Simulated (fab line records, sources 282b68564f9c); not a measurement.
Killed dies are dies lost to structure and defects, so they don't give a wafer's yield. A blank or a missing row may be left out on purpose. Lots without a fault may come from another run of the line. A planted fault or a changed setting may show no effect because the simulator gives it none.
A struck lot beside a sound one | flow rit_cmos | 11 steps out of a route of 202
Sound: wafers L838.1, L838.2, L838.5. Struck: wafers L842.1, L842.2, L842.3. The cause comes at the end.
At each step with rows: each side's tool, then ch and its chambers, then its first start. Under that, the readings that differ: sound wafers | struck wafers | difference of the means | sigmas: that difference in standard deviations of wafers without a fault.
alike: readings whose means differ by less than 2 such deviations, and words and numbers that are the same on both sides. not compared: withheld readings, readings that some wafer has no value for, bounds like >300 that may hide the same value, and numbers for which the record gives no deviation and whose values overlap.
The two part at a step that has a row with sigmas, a row that says differs or no value, or rows on one side only. Numbers that don't overlap but have no deviation are shown without sigmas and don't part them. A reading that every wafer of one side lacks parts them only if that side has two wafers or more.

RIT_ACTIVE_BOW_MEAS_00:
  sound on film_metro-04, day 2 11:00; struck on film_metro-02, day 3 07:00
  alike: INCOMING_BOW
then, 1 step without rows for these wafers: RIT_ACTIVE_OXIDATION_01 (target thk 46.8 nm, ox time 3360 s).
RIT_ACTIVE_THK_MEAS_02:
  sound on film_metro-04, day 2 14:02; struck on film_metro-04, day 3 09:03
  alike: ACTIVE_OXIDE_THK
then, 1 step without rows for these wafers: RIT_ACTIVE_CVD_03 (deposits Si3N4 from SiH2Cl2/NH3, target thk 150 nm, time 1500 s).
RIT_ACTIVE_THK_MEAS_04:
  sound on film_metro-04, day 2 15:31; struck on film_metro-02, day 3 11:14
  alike: ACTIVE_NITRIDE_THK
then, 4 steps without rows for these wafers: RIT_ACTIVE_HMDS_05 (prime time 60 s); RIT_ACTIVE_COAT_06 (resist thk 1000 nm); RIT_ACTIVE_SOFTBAKE_07 (time 60 s); RIT_ACTIVE_EXPOSE_08 (exposes mask M1, target cd 1400 nm).
RIT_ACTIVE_PEB_09:
  sound on litho_track-04 ch 0, day 2 16:08; struck on litho_track-03, day 3 12:07
  reading         | sound          | struck | difference                    | sigmas
  exhaust_pa (Pa) | 44.5 45.3 44.5 | - - -  | no value on the struck wafers |
  not compared: chill_plate_temp_C
then, 1 step without rows for these wafers: RIT_ACTIVE_DEVELOP_10 (develop time 48.94 s).

WHERE THEY PART
Only at RIT_ACTIVE_PEB_09, within this record.

WHY: what the simulator had put in
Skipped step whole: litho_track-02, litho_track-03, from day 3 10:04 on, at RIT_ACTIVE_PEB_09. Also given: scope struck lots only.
